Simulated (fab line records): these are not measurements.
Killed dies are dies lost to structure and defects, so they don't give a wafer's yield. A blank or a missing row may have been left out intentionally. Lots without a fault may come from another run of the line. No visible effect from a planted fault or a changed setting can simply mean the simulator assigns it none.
The tool behind it: which one? -- flow berkeley cmos170 -- 21 wafers sampled from 7 lots at 1 step of a route of 331

== WHAT THE GAUGES READ, wafer by wafer ==
UCB170_ACTIVE_THK_MEAS_03.
lot,measured,on,ACTIVE_OXIDE_THK (nm)
L247,day 3 22:50,film metro-02,26.4 26.2 26.4
L256,day 6 02:09,film metro-03,26.5 26.7 26.5
L259,day 6 07:12,film metro-02,25.4 25.8 25.7
L262,day 7 05:12,film metro-01,26.4 26.6 26.1
L261,day 7 10:13,film metro-01,25.6 25.8 25.5
L266,day 8 01:15,film metro-01,26.7 26.7 27.3
L268,day 8 15:37,film metro-03,26.1 25.9 26.0

== EACH LOT AND THE TOOL THAT RAN IT (in order: tool; ch and the chambers of the sampled wafers; start) ==
The record holds no process step before these readings.

== THE ANSWER, worked out from the rows above alone ==
Rule: the usual values come from the lots themselves. Put in order of their means at a reading, lots are off if they are a third of the lots or fewer, leave a main group of 4 or more, and stand apart from it by a gap of 3 or more times the standard deviation of the main group's means; of several such gaps the widest counts. Not used: any main group whose means are identical at the precision the tables above print for the reading. A lot without any number at a reading at which 4 lots or more have one is off too. Any other lot the step has rows for is counted as sound.
None of the lots is off at any reading shown; this tells nothing.

== WHAT THE SIMULATOR HAD PUT IN ==
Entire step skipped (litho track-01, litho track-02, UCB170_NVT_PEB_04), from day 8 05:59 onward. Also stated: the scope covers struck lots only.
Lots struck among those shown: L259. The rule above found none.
